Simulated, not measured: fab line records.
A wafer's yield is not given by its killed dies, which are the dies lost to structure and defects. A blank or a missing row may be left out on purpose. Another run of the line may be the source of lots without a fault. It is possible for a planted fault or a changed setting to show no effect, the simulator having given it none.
fab line records ; flow rit_cmos
record: lots: 14; wafers: 42; last_day: 7
route steps=202 shown PRETRO@73 GATE@97 NSD@137 PSD@142 M1@202
lots that met no fault: taken from a fault-free run of the same line
start_h: hours from the record's first day to the start of the lot's first wafer shown ; wait_h: time in hours since the lot's previous step ; " repeats the value in the row above ; L1.1+2: a row that stands for several wafers ; - value missing, or start not given ; * or withheld: withheld ; < > ~ a bound
route shown NAME@n: names a module that has steps shown in the file, with the first one's number in the route ; usual: the fault-free wafers' mean and standard deviation ; same: alike in all rows ; chamber/n: place in a boat ; sites: the reading at each site ; _std_site: how widely they spread, as a standard deviation ; _edge_site: mean of outer sites minus mean of inner sites ; radius_mm: how far each site lies from the wafer's centre ; mask NAME#n: copy n ; behind: the last tool/chamber to shape the wafer ; hold: what put the lot on hold/how long, in hours/how the hold closed ; device: which transistor (n, p or np) failed to switch ; end of line: at the end of the route, the tests of the same wafers ; for a step that has no rows: nothing shown but its recipe ; killed: not the wafer's yield, but the dies lost to structure and defects at the first sort ; map: dies across one wafer; x = killed, . = not, _ = none there
set.NAME: the run value of the setting; set.NAME@STEP: its run value at that earlier step ; model.NAME: the simulator's own value behind a step, which no gauge read
one table for each step of the route and one row for each wafer, over a sample of lots
services: the hour from which a tool's chamber was out of use, counted from the record's first day as start_h (under 0 if before that day), plus the number of hours and why
== steps ==
step: RIT_PRETRO_STRIP_09
recipe: chemistry: O2; time_s: 180; resist: NOVOLAK; platen_temp_c: withheld; power_w: 500; pressure_mtorr: 4000; o2_flow_sccm: 4000
usual: drypump_motor_current_A: 5.6/0.46
lot.wafer;tool;chamber;start_h;wait_h;drypump_motor_current_A;rf_hours_counter_h
L238.3;plasma_asher-02;1;40.86;0.1;6.2;-
L238.5;plasma_asher-02;1;40.86;0.1;6.2;-
L238.6;plasma_asher-02;0;40.86;0.1;5.2;-
L239.1;plasma_asher-04;1;46.11;0.1;5.4;26
L239.2;plasma_asher-04;0;46.11;0.1;6.0;26
L239.5;plasma_asher-04;0;46.11;0.1;6.0;-
L240.2;plasma_asher-01;0;51.39;0.1;4.8;41
L240.3;plasma_asher-01;0;51.39;0.1;4.8;-
L240.4;plasma_asher-01;1;51.39;0.1;5.8;-
L241.1;plasma_asher-02;1;58.26;0.1;6.2;42
L241.2;plasma_asher-02;0;58.26;0.1;5.2;42
L241.3;plasma_asher-02;1;58.26;0.1;6.2;-
L242.2;plasma_asher-04;1;61.98;0.1;5.4;28
L242.4;plasma_asher-04;1;61.98;0.1;5.4;-
L242.6;plasma_asher-04;1;61.98;0.1;5.4;-
L245.1;plasma_asher-01;1;76.60;0.1;5.8;44
L245.2;plasma_asher-01;0;76.60;0.1;4.8;44
L245.5;plasma_asher-01;1;76.60;0.1;5.8;-
L246.2;plasma_asher-04;0;81.38;0.1;6.0;30
L246.5;plasma_asher-04;1;81.38;0.1;5.4;-
L246.6;plasma_asher-04;0;81.38;0.1;6.0;-
L247.2;plasma_asher-02;0;87.89;0.1;5.2;46
L247.4;plasma_asher-02;0;87.89;0.1;5.2;-
L247.6;plasma_asher-02;1;87.89;0.1;6.2;-
L248.1;plasma_asher-02;0;92.87;0.1;5.2;46
L248.2;plasma_asher-02;1;92.87;0.1;6.2;46
L248.5;plasma_asher-02;0;92.87;0.1;5.2;-
L249.2;plasma_asher-04;0;100.55;0.1;6.0;32
L249.3;plasma_asher-04;1;100.55;0.1;5.4;-
L249.4;plasma_asher-04;0;100.55;0.1;6.0;-
L252.2;plasma_asher-04;1;113.01;0.1;5.4;34
L252.3;plasma_asher-04;0;113.01;0.1;6.0;-
L252.6;plasma_asher-04;0;113.01;0.1;6.0;-
L255.2;plasma_asher-04;1;126.70;0.1;5.4;36
L255.3;plasma_asher-04;1;126.70;0.1;5.4;-
L255.5;plasma_asher-04;1;126.70;0.1;5.4;-
L256.1;plasma_asher-04;1;131.15;0.1;5.4;36
L256.2;plasma_asher-04;0;131.15;0.1;6.1;36
L256.5;plasma_asher-04;0;131.15;0.1;6.0;-
L257.2;plasma_asher-01;1;136.82;0.1;5.7;51
L257.3;plasma_asher-01;1;136.82;0.1;5.7;-
L257.4;plasma_asher-01;0;136.82;0.1;4.8;-
step: RIT_GATE_CD_MEAS_90
recipe: target_cd_nm: 150
usual: cd_nm: 149.6/2.5
lot.wafer;tool;chamber;start_h;wait_h;cd_nm
L238.3;cd_sem-01;-;46.47;0.1;150.6
L238.5;cd_sem-01;-;46.47;0.1;151.8
L238.6;cd_sem-01;-;46.47;0.1;152.2
L239.1;cd_sem-01;-;51.86;0.1;147.3
L239.2;cd_sem-01;-;51.86;0.1;147.3
L239.5;cd_sem-01;-;51.86;0.1;148.5
L240.2;cd_sem-01;-;56.91;0.2;153.7
L240.3;cd_sem-01;-;56.91;0.2;150.3
L240.4;cd_sem-01;-;56.91;0.2;153.4
L241.1;cd_sem-01;-;64.35;0.1;150.3
L241.2;cd_sem-01;-;64.35;0.1;151.2
L241.3;cd_sem-01;-;64.35;0.1;150.7
L242.2;cd_sem-01;-;67.43;0.2;147.2
L242.4;cd_sem-01;-;67.43;0.2;146.4
L242.6;cd_sem-01;-;67.43;0.2;146.8
L245.1;cd_sem-01;-;82.08;0.1;145.1
L245.2;cd_sem-01;-;82.08;0.1;148.2
L245.5;cd_sem-01;-;82.08;0.1;149.3
L246.2;cd_sem-01;-;87.85;0.1;148.9
L246.5;cd_sem-01;-;87.85;0.1;147.5
L246.6;cd_sem-01;-;87.85;0.1;149.6
L247.2;cd_sem-01;-;95.83;0.1;152.4
L247.4;cd_sem-01;-;95.83;0.1;153.2
L247.6;cd_sem-01;-;95.83;0.1;154.0
L248.1;cd_sem-01;-;100.27;0.1;153.4
L248.2;cd_sem-01;-;100.27;0.1;150.6
L248.5;cd_sem-01;-;100.27;0.1;149.7
L249.2;cd_sem-01;-;106.46;0.1;151.0
L249.3;cd_sem-01;-;106.46;0.1;150.9
L249.4;cd_sem-01;-;106.46;0.1;149.2
L252.2;cd_sem-01;-;118.50;0.1;146.5
L252.3;cd_sem-01;-;118.50;0.1;145.2
L252.6;cd_sem-01;-;118.50;0.1;145.6
L255.2;cd_sem-01;-;133.01;0.1;152.9
L255.3;cd_sem-01;-;133.01;0.1;153.4
L255.5;cd_sem-01;-;133.01;0.1;152.5
L256.1;cd_sem-02;-;136.38;0.1;148.7
L256.2;cd_sem-02;-;136.38;0.1;150.0
L256.5;cd_sem-02;-;136.38;0.1;151.2
L257.2;cd_sem-02;-;142.86;0.1;151.5
L257.3;cd_sem-02;-;142.86;0.1;152.1
L257.4;cd_sem-02;-;142.86;0.1;152.0
step: RIT_NSD_OVL_MEAS_06
usual: NSD_OVL: 0.5/1.5
lot.wafer;tool;chamber;start_h;wait_h;NSD_OVL[nm]
L238.3;overlay-01;-;56.19;-;-1.4
L238.5;overlay-01;-;56.19;-;0.9
L238.6;overlay-01;-;56.19;-;1.2
L239.1;overlay-02;-;61.70;-;0.9
L239.2;overlay-02;-;61.70;-;3.3
L239.5;overlay-02;-;61.70;-;2.0
L240.2;overlay-01;-;66.23;-;0.5
L240.3;overlay-01;-;66.23;-;0.1
L240.4;overlay-01;-;66.23;-;1.0
L241.1;overlay-02;-;73.93;-;0.8
L241.2;overlay-02;-;73.93;-;0.4
L241.3;overlay-02;-;73.93;-;-0.1
L242.2;overlay-02;-;77.21;-;-1.4
L242.4;overlay-02;-;77.21;-;0.8
L242.6;overlay-02;-;77.21;-;-2.6
L245.1;overlay-01;-;91.69;-;-1.6
L245.2;overlay-01;-;91.69;-;-0.8
L245.5;overlay-01;-;91.69;-;-0.7
L246.2;overlay-02;-;97.29;-;1.6
L246.5;overlay-02;-;97.29;-;1.5
L246.6;overlay-02;-;97.29;-;0.2
L247.2;overlay-02;-;107.75;-;2.2
L247.4;overlay-02;-;107.75;-;-0.7
L247.6;overlay-02;-;107.75;-;0.5
L248.1;overlay-02;-;110.65;-;1.9
L248.2;overlay-02;-;110.65;-;2.8
L248.5;overlay-02;-;110.65;-;2.4
L249.2;overlay-01;-;116.17;-;0.5
L249.3;overlay-01;-;116.17;-;1.4
L249.4;overlay-01;-;116.17;-;0.3
L252.2;overlay-02;-;128.15;-;2.3
L252.3;overlay-02;-;128.15;-;0.5
L252.6;overlay-02;-;128.15;-;0.5
L255.2;overlay-01;-;142.91;-;2.5
L255.3;overlay-01;-;142.91;-;3.2
L255.5;overlay-01;-;142.91;-;1.0
L256.1;overlay-01;-;145.91;-;3.9
L256.2;overlay-01;-;145.91;-;3.8
L256.5;overlay-01;-;145.91;-;2.1
L257.2;overlay-02;-;153.55;-;-0.6
L257.3;overlay-02;-;153.55;-;-0.8
L257.4;overlay-02;-;153.55;-;0.1
step: RIT_PSD_HMDS_00
recipe: prime_time_s: 60; prime_temp_c: 140
usual: prime_temp_c: 140.01/0.13
lot.wafer;tool;chamber;start_h;wait_h;prime_temp_c
L238.3;litho_track-03;0;56.82;0.1;139.91
L238.5;litho_track-03;0;56.82;0.1;139.87
L238.6;litho_track-03;0;56.82;0.1;140.01
L239.1;litho_track-01;0;62.27;0.1;139.98
L239.2;litho_track-01;0;62.27;0.1;139.93
L239.5;litho_track-01;0;62.27;0.1;139.98
L240.2;litho_track-04;0;66.82;0.1;140.09
L240.3;litho_track-04;0;66.82;0.1;140.11
L240.4;litho_track-04;0;66.82;0.1;140.05
L241.1;litho_track-01;0;74.50;0.1;140.04
L241.2;litho_track-01;0;74.50;0.1;140.23
L241.3;litho_track-01;0;74.50;0.1;140.14
L242.2;litho_track-04;0;77.80;0.1;140.15
L242.4;litho_track-04;0;77.80;0.1;140.10
L242.6;litho_track-04;0;77.80;0.1;140.08
L245.1;litho_track-01;0;92.26;0.1;140.12
L245.2;litho_track-01;0;92.26;0.1;140.09
L245.5;litho_track-01;0;92.26;0.1;140.19
L246.2;litho_track-03;0;97.88;0.1;139.86
L246.5;litho_track-03;0;97.88;0.1;139.70
L246.6;litho_track-03;0;97.88;0.1;140.05
L247.2;litho_track-01;0;108.34;0.1;140.14
L247.4;litho_track-01;0;108.34;0.1;140.15
L247.6;litho_track-01;0;108.34;0.1;139.73
L248.1;litho_track-04;0;111.22;0.1;139.91
L248.2;litho_track-04;0;111.22;0.1;139.89
L248.5;litho_track-04;0;111.22;0.1;140.02
L249.2;litho_track-04;0;116.76;0.1;139.92
L249.3;litho_track-04;0;116.76;0.1;139.91
L249.4;litho_track-04;0;116.76;0.1;139.74
L252.2;litho_track-03;0;128.74;0.1;140.11
L252.3;litho_track-03;0;128.74;0.1;140.13
L252.6;litho_track-03;0;128.74;0.1;140.17
L255.2;litho_track-04;0;143.50;0.1;143.40
L255.3;litho_track-04;0;143.50;0.1;143.12
L255.5;litho_track-04;0;143.50;0.1;143.38
L256.1;litho_track-04;0;146.48;0.1;143.06
L256.2;litho_track-04;0;146.48;0.1;143.28
L256.5;litho_track-04;0;146.48;0.1;143.24
L257.2;litho_track-01;0;154.14;0.1;140.10
L257.3;litho_track-01;0;154.14;0.1;139.78
L257.4;litho_track-01;0;154.14;0.1;139.72
step: RIT_M1_PROBE_99
usual: killed_at_M0_to_M3: 0.0/0.083; killed_at_contacts: 0.1/0.36; killed_at_front_end: 7.2/2.9; killed_dies: 7.4/2.9; killed_open: 3.8/2; killed_short: 3.5/2
same: gross_dies: 264; killed_at_M4_up: 0; killed_at_back_side: 0; killed_at_other: 0
lot.wafer;tool;chamber;start_h;wait_h;killed_at_M0_to_M3;killed_at_contacts;killed_at_front_end;killed_dies;killed_open;killed_short
L249.2;prober-02;-;126.64;0.1;0;0;7;7;4;2
L249.3;prober-02;-;126.69;0.2;0;1;5;6;2;4
L249.4;prober-02;-;126.74;0.2;0;0;8;8;4;3
L252.2;prober-01;-;138.56;0.1;0;0;1;1;0;1
L252.3;prober-01;-;138.61;0.2;0;0;4;4;3;1
L252.6;prober-01;-;138.76;0.2;0;0;6;6;5;1
L255.2;prober-02;-;153.07;0.1;0;0;8;8;2;6
L255.3;prober-02;-;153.12;0.2;0;0;13;13;6;7
L255.5;prober-02;-;153.22;0.2;0;0;10;10;3;7
L256.1;prober-01;-;156.23;0.1;0;0;7;7;4;3
L256.2;prober-01;-;156.28;0.1;0;0;7;7;2;5
L256.5;prober-01;-;156.43;0.2;0;0;2;2;1;1
killed by level:class
L249.2 GATE:geometric_particle:open=3 FOX1:geometric_particle:short=1 SPACER:geometric_particle:short=1 SILICIDE:geometric_particle:open=1 PRETRO:coat_microbubble_printed=1
L249.3 GATE:geometric_particle:short=2 FOX2:geometric_particle:short=1 FOX2:geometric_particle:open=1 GATE:geometric_particle:open=1 CONTACT:geometric_particle:short=1
L249.4 GATE:geometric_particle:open=2 GATE:geometric_particle:short=2 REOX:geometric_particle:open=1 SPACER:geometric_particle:open=1 SPACER:geometric_particle:short=1 PRETRO:coat_microbubble_printed=1
L252.2 FOX1:geometric_particle:short=1
L252.3 FOX1:geometric_particle:open=2 FOX1:geometric_particle:short=1 SPACER:geometric_particle:open=1
L252.6 ACTIVE:geometric_particle:short=1 FOX1:geometric_particle:open=1 GATE:geometric_particle:open=1 REOX:geometric_particle:open=1 SPACER:geometric_particle:open=1 SILICIDE:geometric_particle:open=1
L255.2 GATE:geometric_particle:short=3 FOX1:geometric_particle:short=2 GATE:geometric_particle:open=2 SPACER:geometric_particle:short=1
L255.3 GATE:geometric_particle:open=4 GATE:geometric_particle:short=2 SPACER:geometric_particle:short=2 SILICIDE:geometric_particle:short=2 FOX1:geometric_particle:short=1 REOX:geometric_particle:open=1 SILICIDE:geometric_particle:open=1
L255.5 GATE:geometric_particle:short=4 ACTIVE:geometric_particle:short=1 FOX1:geometric_particle:open=1 GATE:geometric_particle:open=1 SPACER:geometric_particle:short=1 SILICIDE:geometric_particle:short=1 SILICIDE:geometric_particle:open=1
L256.1 GATE:geometric_particle:open=2 REOX:geometric_particle:short=2 FOX2:geometric_particle:open=1 GATE:geometric_particle:short=1 SILICIDE:geometric_particle:open=1
L256.2 GATE:geometric_particle:short=3 REOX:geometric_particle:open=2 FOX1:geometric_particle:short=1 SPACER:geometric_particle:short=1
L256.5 FOX1:geometric_particle:short=1 SPACER:geometric_particle:open=1
== services ==
tool;chamber;start_h;hours;kind
plasma_asher-04;-;46.32;3.4;repair
plasma_asher-02;-;107.56;3.9;repair
plasma_asher-04;-;108.75;1.5;repair
plasma_asher-02;-;111.42;9.0;pm
plasma_asher-02;0;111.42;9.0;vent_cycle
plasma_asher-02;1;111.42;9.0;vent_cycle
plasma_asher-02;0;120.42;-;clean
plasma_asher-02;1;120.42;-;clean
== key ==
first_sign: step: RIT_PSD_HMDS_00; reading: prime_temp_c; direction: up; sigmas: 26; usual: *; struck: *
effect none on later readings
met_at RIT_PSD_HMDS_00
struck_lots L255,L256
tester_left_out L255,L256
not_acting_at RIT_PRETRO_STRIP_09,RIT_GATE_CD_MEAS_90,RIT_NSD_OVL_MEAS_06
onset_between 116.76 143.50
fault: kind: process_parameter_drift; tool: litho_track-04; chamber: -; onset_h: 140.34; steps: RIT_PSD_HMDS_00; channel: prime_temp_c; offset: *; shape: step; end_h: 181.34; acts_in: *; stated: *
tester_left_out: of these lots the tester's yield and bins aren't shown, on N5 and GAA mostly nor the transistor test; their killed dies are dies lost to structure and defects alone, not to doping, threshold or leakage, so they don't give the yield
